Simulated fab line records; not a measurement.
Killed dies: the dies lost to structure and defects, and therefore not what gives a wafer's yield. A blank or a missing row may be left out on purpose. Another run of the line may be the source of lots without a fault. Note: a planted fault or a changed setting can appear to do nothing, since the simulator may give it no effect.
Split-lot trial    flow berkeley_cmos170    5 lots, 23 wafers read, on a route of 331 steps

## ON THE SPLIT
At UCB170_NVT_STRIP_08 (strips in O2), the setting overash_fraction was moved away from the recipe's 0.5 on 12 of the 23 wafers read, by +18.6% to +27.9%. For the rest of the wafers, this setting stayed at what the recipe calls for.

The split's own step is where the reading is taken.

## THE READING
oes_product_au, in a.u., at UCB170_NVT_STRIP_08 (strips in O2). Fault-free wafers of this fab line usually give 0.734 a.u., standard deviation 0.0041 a.u.

wafer   tool, chamber at the split  overash_fraction as run  against the recipe  oes_product_au, a.u.  against lot-mates on the recipe
L078.1  plasma_asher-03, 1          0.6039                   +20.8%              0.704                 -0.029
L078.2  plasma_asher-03, 0          0.5                      recipe              0.738                 -
L078.3  plasma_asher-03, 1          0.6039                   +20.8%              0.706                 -0.027
L078.4  plasma_asher-03, 0          0.6039                   +20.8%              0.701                 -0.032
L078.6  plasma_asher-03, 1          0.5                      recipe              0.728                 -
L079.2  plasma_asher-01, 0          0.5                      recipe              0.729                 -
L079.3  plasma_asher-01, 0          0.5                      recipe              0.736                 -
L079.6  plasma_asher-01, 1          0.5                      recipe              0.734                 -
L081.1  plasma_asher-02, 1          0.6394                   +27.9%              0.699                 -0.031
L081.2  plasma_asher-02, 0          0.5                      recipe              0.730                 -
L081.3  plasma_asher-02, 1          0.6394                   +27.9%              0.690                 -0.040
L081.5  plasma_asher-02, 0          0.5                      recipe              0.731                 -
L081.6  plasma_asher-02, 1          0.6394                   +27.9%              0.687                 -0.043
L084.1  plasma_asher-01, 1          0.6354                   +27.1%              0.697                 -0.035
L084.2  plasma_asher-01, 0          0.5                      recipe              0.733                 -
L084.4  plasma_asher-01, 1          0.6354                   +27.1%              0.691                 -0.041
L084.5  plasma_asher-01, 0          0.5                      recipe              0.732                 -
L084.6  plasma_asher-01, 1          0.6354                   +27.1%              0.689                 -0.043
L085.1  plasma_asher-01, 0          0.5931                   +18.6%              0.707                 -0.029
L085.2  plasma_asher-01, 1          0.5931                   +18.6%              0.703                 -0.033
L085.3  plasma_asher-01, 0          0.5931                   +18.6%              0.707                 -0.029
L085.4  plasma_asher-01, 1          0.5                      recipe              0.728                 -
L085.6  plasma_asher-01, 1          0.5                      recipe              0.743                 -

FIT RESULTS
A straight line over all 23 wafers: oes_product_au changes by -0.00147 a.u. for each +1% of overash_fraction; r = -0.98; the points scatter about the line by 0.0041 a.u.
The same after taking each lot's own level away (the mean of its wafers on the recipe; 23 wafers): -0.00145 a.u. for each +1%; r = -0.98; scatter 0.0042 a.u.
On that fit, the largest move of overash_fraction shifts the reading by 0.04 a.u.
From 0.7305 to 0.7355 a.u.: that is the span of the lots' own levels, equal to 1.2 times the standard deviation above.
Hence the lot-to-lot level has little effect on the slope; both slopes agree.
Check: -0.0417 a.u. against its lot-mates is what the line predicts for one of the wafers moved furthest among these (+27.9%) when that wafer is left out of the fit. Against them it came out at -0.0315 a.u.
Tool readings at the split's step, against how far the setting was moved: oes_product_au r = -0.98.

## ADDITIONAL SPLITS CARRIED BY THESE WAFERS
Other splits were also applied to these wafers ahead of the reading. Each is held against what the fit with the lots' levels taken away leaves over:
other split on the same wafers       wafers away from the commonest value  r with oes_product_au (lot level and that fit taken away)
UCB170_START_OXIDATION_02 ox_time_s  13                                    -0.04
UCB170_NWELL_CVD_04 time_s           18                                    -0.02
UCB170_NWELL_ETCH_13 over_etch_frac  5                                     -0.26
UCB170_ACTIVE_CVD_05 pressure_mtorr  15                                    -0.03
UCB170_FIELD_OXIDATION_01 ox_time_s  10                                    -0.15

## FILE'S OWN FIT
oes_product_au changes by -0.00146 a.u. for each +1% of overash_fraction, r = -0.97.
